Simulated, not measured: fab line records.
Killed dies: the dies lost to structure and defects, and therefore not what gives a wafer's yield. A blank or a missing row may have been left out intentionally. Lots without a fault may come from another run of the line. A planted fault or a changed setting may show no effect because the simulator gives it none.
Comparing a struck lot with a sound one ; flow berkeley cmos170 ; 15 out of 331 route steps
Sound: wafers L624.3, L624.4, L624.5. Struck: wafers L634.4, L634.5 (left out: L634.3, a lot-mate that was not struck); the cause follows at the end.
Per side, at each step with rows, come the tool, then ch with its chambers, and then its first start. Under that, the readings that differ: sound wafers ; struck wafers ; difference of the means ; sigmas: that difference in standard deviations of wafers without a fault.
alike: a reading whose means differ by less than 2 such deviations, as well as words and numbers matching on both sides. not compared: withheld readings; readings where some wafer has no value; bounds like >300 that might hide an equal value; numbers whose values overlap and for which the record gives no deviation.
A row with sigmas, a row that says differs or no value, or rows on one side alone: a step with any of these is where the two part. When numbers do not overlap yet have no deviation, they are printed without sigmas and do not part them. A reading missing from all wafers of one side parts the sides only when that side holds two or more wafers.

first, 1 step without rows for these wafers: UCB170_PWELL_OXIDATION_02 (target thk 26.4 nm, ox time 1260 s).
UCB170_PWELL_THK_MEAS_03:
  sound on film metro-02, day 3 18:12; struck on film metro-02, day 5 22:03
  alike: PWELL_OXIDE_THK
then, 2 steps without rows for these wafers: UCB170_PWELL_ANNEAL_04 (time 900 s); UCB170_PWELL_CVD_05 (deposits Si3N4 from SiH2Cl2/NH3, target thk 220 nm, time 3300 s).
UCB170_PWELL_THK_MEAS_06:
  sound on film metro-01, day 4 01:13; struck on film metro-03, day 6 05:22
  alike: PWELL_NITRIDE_THK
then, 6 steps without rows for these wafers: UCB170_PWELL_HMDS_07 (prime time 60 s); UCB170_PWELL_COAT_08 (resist thk 900 nm); UCB170_PWELL_SOFTBAKE_09 (time 60 s); UCB170_PWELL_EXPOSE_10 (exposes mask PWELL, target cd 3000 nm); UCB170_PWELL_PEB_11; UCB170_PWELL_DEVELOP_12 (develop time 45 s).
UCB170_PWELL_OVL_MEAS_13:
  sound on overlay-01, day 4 02:15; struck on overlay-01, day 6 06:58
reading;sound;struck;difference;sigmas
PWELL_OVL (nm);10 15 9;-2 -2;-13;-3
UCB170_PWELL_ETCH_14: etches Si3N4 in CH3F/Ar/O2, stops on SiO2, target depth 242 nm, time 151 s.
  sound on rie diel-02 ch 0,3, day 4 02:17; struck on rie diel-04 ch 0, day 6 06:59
reading;sound;struck;difference;sigmas
oes product au (a.u.);0.948 0.945 0.957;0.921 0.915;-0.032;-2
over etch frac;0.1 0.1 0.1;0.16752 0.16752;+0.06752;
model.KrF_of_PWELL_COAT_08.thk nm (nm);722.5 723.9 723.9;720.6 720.1;-3.1;
model.SiO2_of_PWELL_OXIDATION_02.thk nm (nm);21.03 21.14 21.1;18.26 18.1;-2.91;
  alike: drypump motor current A, throttle valve pct
  not compared: rf hours counter h
following that, these wafers have no rows for 1 step: UCB170_PWELL_IMPLANT_15.
-- the record jumps here: 6 days lie between the struck wafers' starts before and after (it left off in module PWELL and takes up again in module M3, whose first step shown is number 331 of the route) --
UCB170_M3_PROBE_99:
  only the struck wafers here have rows in the record (prober-01, day 11 20:53); the sound ones have none

== WHERE THEY PART ==
First at UCB170_PWELL_OVL_MEAS_13; last, within this record, at UCB170_M3_PROBE_99.

WHY: what the simulator had put in
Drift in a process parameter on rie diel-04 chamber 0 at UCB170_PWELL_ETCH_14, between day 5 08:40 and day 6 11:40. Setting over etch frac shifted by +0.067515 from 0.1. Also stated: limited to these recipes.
